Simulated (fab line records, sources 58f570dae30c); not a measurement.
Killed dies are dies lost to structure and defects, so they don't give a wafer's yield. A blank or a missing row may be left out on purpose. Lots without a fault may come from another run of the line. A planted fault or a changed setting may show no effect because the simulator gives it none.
Which tool did it? | flow berkeley_cmos170 | 7 lots, 21 wafers sampled, at 3 steps of a route of 331

WHAT THE GAUGES READ, wafer by wafer
UCB170_M2_RS_MEAS_02: measures by four-point-probe.
lot  | measured     | on            | M2_AL_RS (ohm/sq)
L593 | day 7 09:46  | film_metro-04 | 0.0323 0.0322 0.0322
L599 | day 7 23:08  | film_metro-04 | 0.0324 0.0329 0.0329
L600 | day 8 14:44  | film_metro-04 | 0.0322 0.0319 0.0321
L602 | day 8 22:24  | film_metro-04 | 0.0321 0.0320 0.0319
L605 | day 9 11:59  | film_metro-01 | 0.0330 0.0329 0.0326
L609 | day 10 20:28 | film_metro-04 | 0.0412 0.0416 0.0413
L616 | day 12 01:20 | film_metro-04 | 0.0326 0.0327 0.0326

WHICH TOOL RAN EACH LOT (tool, then ch and the chambers of the sampled wafers, then the start)
lot  | UCB170_CONTACT_STRIP_19              | UCB170_M2_SPUTTER_01
L593 | plasma_asher-04 ch 0,1, day 7 01:54  | pvd_sputter-01, day 7 09:37
L599 | plasma_asher-04 ch 1, day 7 14:13    | pvd_sputter-01, day 7 23:02
L600 | plasma_asher-04 ch 0,1, day 8 05:08  | pvd_sputter-04, day 8 14:37
L602 | plasma_asher-04 ch 0,1, day 8 12:14  | pvd_sputter-01, day 8 22:17
L605 | plasma_asher-02 ch 0,1, day 8 22:50  | pvd_sputter-01, day 9 11:50
L609 | plasma_asher-04 ch 1, day 10 11:19   | pvd_sputter-03, day 10 20:23
L616 | plasma_asher-02 ch 0,1, day 11 15:56 | pvd_sputter-01, day 12 01:14
- UCB170_CONTACT_STRIP_19: strips in O2.
- UCB170_M2_SPUTTER_01: material Al, target thk 900 nm, time 120 s.

THE ANSWER, worked out from the rows above alone
Rule: what is usual is taken from the lots themselves. Put in order of their means at a reading, lots are off if they are a third of the lots or fewer, leave a main group of 4 or more, and stand apart from it by a gap of 3 or more times the standard deviation of the main group's means; of several such gaps the widest counts. A main group whose means are all the same, to the digits that the tables above print for the reading, isn't used. A lot without any number at a reading at which 4 lots or more have one is off too. The other lots that the step has rows for count as sound.
Off: L609, at UCB170_M2_RS_MEAS_02 (M2_AL_RS). The main group: mean 0.0324 ohm/sq, standard deviation 0.00033.
A tool fits if, at a process step before that reading, it ran every lot that is off, and no sound lot after the first of them. The gauges at UCB170_M2_RS_MEAS_02 are tried like those tools. Can't be told from this: 2 tools fit, plasma_asher-04 at UCB170_CONTACT_STRIP_19, pvd_sputter-03 at UCB170_M2_SPUTTER_01.

WHAT THE SIMULATOR HAD PUT IN
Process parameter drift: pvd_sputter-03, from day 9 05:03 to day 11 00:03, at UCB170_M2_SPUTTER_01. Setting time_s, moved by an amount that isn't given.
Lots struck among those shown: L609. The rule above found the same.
